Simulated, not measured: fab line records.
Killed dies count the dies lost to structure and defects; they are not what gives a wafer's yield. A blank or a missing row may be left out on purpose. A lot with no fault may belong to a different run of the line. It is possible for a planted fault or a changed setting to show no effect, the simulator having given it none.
Matching of chambers / flow berkeleyCmos170 / UCB170_NWELL_ETCH_13 on rieDiel-01 has 4 sister chambers
The step etches Si3N4 in CH3F/Ar/O2, stops on SiO2, target depth 246.4 nm, time 154 s. 15 wafers are shown with their chamber, then 7 later ones without.

## WAFERS PAIRED WITH THEIR CHAMBERS
wafer=L171.1; chamber=3; drypumpMotorCurrentA (A)=5.2; throttleValvePct (%)=8.15; oesProductAu (a.u.)=0.954
wafer=L171.2; chamber=2; drypumpMotorCurrentA (A)=5.3; throttleValvePct (%)=7.94; oesProductAu (a.u.)=0.947
wafer=L171.4; chamber=0; drypumpMotorCurrentA (A)=5.2; throttleValvePct (%)=7.95; oesProductAu (a.u.)=0.935
wafer=L172.3; chamber=1; drypumpMotorCurrentA (A)=6.7; throttleValvePct (%)=7.92; oesProductAu (a.u.)=0.952
wafer=L172.4; chamber=3; drypumpMotorCurrentA (A)=5.2; throttleValvePct (%)=8.16; oesProductAu (a.u.)=0.959
wafer=L172.5; chamber=2; drypumpMotorCurrentA (A)=5.3; throttleValvePct (%)=7.94; oesProductAu (a.u.)=0.937
wafer=L173.1; chamber=0; drypumpMotorCurrentA (A)=5.3; throttleValvePct (%)=7.95; oesProductAu (a.u.)=0.932
wafer=L173.3; chamber=2; drypumpMotorCurrentA (A)=5.3; throttleValvePct (%)=7.92; oesProductAu (a.u.)=0.951
wafer=L173.4; chamber=1; drypumpMotorCurrentA (A)=6.7; throttleValvePct (%)=7.94; oesProductAu (a.u.)=0.952
wafer=L175.2; chamber=0; drypumpMotorCurrentA (A)=5.3; throttleValvePct (%)=7.95; oesProductAu (a.u.)=0.926
wafer=L175.5; chamber=2; drypumpMotorCurrentA (A)=5.3; throttleValvePct (%)=7.93; oesProductAu (a.u.)=0.937
wafer=L175.6; chamber=1; drypumpMotorCurrentA (A)=6.7; throttleValvePct (%)=7.93; oesProductAu (a.u.)=0.950
wafer=L177.1; chamber=2; drypumpMotorCurrentA (A)=5.3; throttleValvePct (%)=7.94; oesProductAu (a.u.)=0.939
wafer=L177.2; chamber=1; drypumpMotorCurrentA (A)=6.7; throttleValvePct (%)=7.94; oesProductAu (a.u.)=0.951
wafer=L177.5; chamber=0; drypumpMotorCurrentA (A)=5.3; throttleValvePct (%)=7.95; oesProductAu (a.u.)=0.929

SIGNATURES (averages over the wafers above)
reading=drypumpMotorCurrentA; chamber 0=5.275; chamber 1=6.700; chamber 2=5.300; chamber 3=5.200; scatter within a chamber=0.0261
reading=throttleValvePct; chamber 0=7.9500; chamber 1=7.9325; chamber 2=7.9340; chamber 3=8.1550; scatter within a chamber=0.00766
reading=oesProductAu; chamber 0=0.93050; chamber 1=0.95125; chamber 2=0.94220; chamber 3=0.95650; scatter within a chamber=0.00452
Rule: for each reading, subtract the chamber's mean from the wafer's reading, divide by that reading's scatter and square the result; add these up over the readings and take the root, which gives the wafer's distance from the chamber. If the next closest chamber is less than 2 further off than the closest, the wafer can't be placed; otherwise it belongs to the closest. The scatter: take each reading less its chamber's mean, square it, sum over the shown wafers, divide by the number of wafers less the number of chambers, and take the root.

## WAFERS WHOSE CHAMBER IS MISSING
wafer=L181.1; drypumpMotorCurrentA (A)=6.7; throttleValvePct (%)=7.93; oesProductAu (a.u.)=0.942
wafer=L181.3; drypumpMotorCurrentA (A)=5.2; throttleValvePct (%)=8.16; oesProductAu (a.u.)=0.963
wafer=L181.5; drypumpMotorCurrentA (A)=5.2; throttleValvePct (%)=8.16; oesProductAu (a.u.)=0.952
wafer=L183.2; drypumpMotorCurrentA (A)=6.7; throttleValvePct (%)=7.93; oesProductAu (a.u.)=0.955
wafer=L183.3; drypumpMotorCurrentA (A)=5.2; throttleValvePct (%)=7.93; oesProductAu (a.u.)=0.929
wafer=L183.6; drypumpMotorCurrentA (A)=5.3; throttleValvePct (%)=7.95; oesProductAu (a.u.)=0.934
wafer=L184.1; drypumpMotorCurrentA (A)=5.3; throttleValvePct (%)=7.94; oesProductAu (a.u.)=0.991

## EACH ONE'S CHAMBER
wafer=L181.1; from the rows above=1; in truth=1
wafer=L181.3; from the rows above=3; in truth=3
wafer=L181.5; from the rows above=3; in truth=3
wafer=L183.2; from the rows above=1; in truth=1
wafer=L183.3; from the rows above=can't be placed: 0 or 2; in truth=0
wafer=L183.6; from the rows above=can't be placed: 0 or 2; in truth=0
wafer=L184.1; from the rows above=2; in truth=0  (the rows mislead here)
Placed correctly: 4 of 7. Unplaceable from these rows: 2, with the true chamber sitting among the candidates in 2. 1 placed wrongly.
